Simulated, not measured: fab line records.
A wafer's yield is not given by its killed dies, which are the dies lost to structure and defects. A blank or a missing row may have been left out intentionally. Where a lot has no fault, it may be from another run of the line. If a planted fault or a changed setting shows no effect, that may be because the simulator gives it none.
Problem report in the 8D (eight disciplines) form, filled by code | flow rit-cmos | the parts of the form that need people (team, actions taken, sign-off) are left out

1. WHAT WENT WRONG
PSD_TW at RIT_PSD_TW_MEAS_10 reads a mean of 3131 on 9 wafers of 3 lots; wafers without a fault read 3413 with a standard deviation of 34. Relative to the usual mean, that is a shift of -8.3 standard deviations.
Earliest sighting: wafer L791.1 on film-metro-04 at day 5 00:53. At this step, 45 wafers from 15 lots have a number in the record. Rule for "out" (also "out of limits"): further than 4 standard deviations from the usual mean. The other wafers with a number count as sound.

2. WHAT THIS IS AND IS NOT
question                    | is                           | is not
which readings at this step | PSD_TW                       | -
which lots                  | L791, L792, L793             | L782, L783, L784, L787, L790, L794, L795, L797, L799, L803, L804, L805
which wafers of those lots  | all that have a number       | -
read on which gauges        | film-metro-01, film-metro-04 | film-metro-03
when                        | from day 5 00:53             | up to then (15 sound wafers); but 21 sound wafers of L794, L795, L797, L799, L803, L804, L805 came after

3. THE SUSPECTS, EACH WITH WHAT RULES IT OUT
Counting: a tool stays on the suspect list if, at a process step up to the reading, it processed all lots that are out and no sound lot following the first of them.
- ruled out: the gauge at RIT_PSD_TW_MEAS_10. 2 gauges (film-metro-01, film-metro-04) read the wafers that are out.
- implanter-02 at RIT_PSD_IMPLANT_08: kept. It processed each lot that is out, first L791 at day 5 00:34, and no sound lot thereafter; up to then, the last sound lot it processed was L790 at day 4 22:03. Out on those wafers are its own readings of beam-energy-keV.
After counting, what remains is implanter-02 at RIT_PSD_IMPLANT_08.

4. THE CAUSE (what the simulator had put in)
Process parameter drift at RIT_PSD_IMPLANT_08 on implanter-02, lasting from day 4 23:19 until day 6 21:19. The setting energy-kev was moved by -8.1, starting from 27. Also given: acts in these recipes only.
Counting left only this tool.

5. THE CHAIN OF EFFECTS, in route order
Each row: a reading where the mean over the struck wafers with a number is more than 3 standard deviations away from the usual. Scope: only readings with a usual standard deviation given in the record; hours: median across lots of the time from each lot's start at the first step in this table that gives one to its start at this step; sigmas: change in usual standard deviations.
hours | step                    | reading         | usual        | on struck wafers | change | sigmas
0     | RIT_PSD_IMPLANT_08      | beam-energy-keV | 27.000       | 18.895           | -8.105 | -99 or more
0     | RIT_PSD_TW_MEAS_10      | PSD_TW          | 3413         | 3131             | -282   | -8.3
1     | RIT_SDANNEAL_RS_MEAS_04 | PSD_RS          | 115.9 ohm/sq | 138.2            | +22.3  | +68
It contains these process steps:
- RIT_PSD_IMPLANT_08
Later measuring or inspecting steps at which every struck wafer that the step has a row for has a number for every such reading, and none has moved that far: RIT_CONTACT_CD_MEAS_08.

6. HOW IT WOULD HAVE BEEN CAUGHT EARLIER
2 hours passed between the start of the fault at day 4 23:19 and the first reading out of limits at a measuring or inspecting step in this record, taken at day 5 00:53.
The tool's own readings at RIT_PSD_IMPLANT_08 were out on every struck wafer that the step has a row for (beam-energy-keV): an alarm limit on them would have fired on the first of those.
Among the 3 lots that are out, L792, L793 began RIT_PSD_IMPLANT_08 on implanter-02 after day 5 00:53. A hold on the tool at that time would have spared those 2.
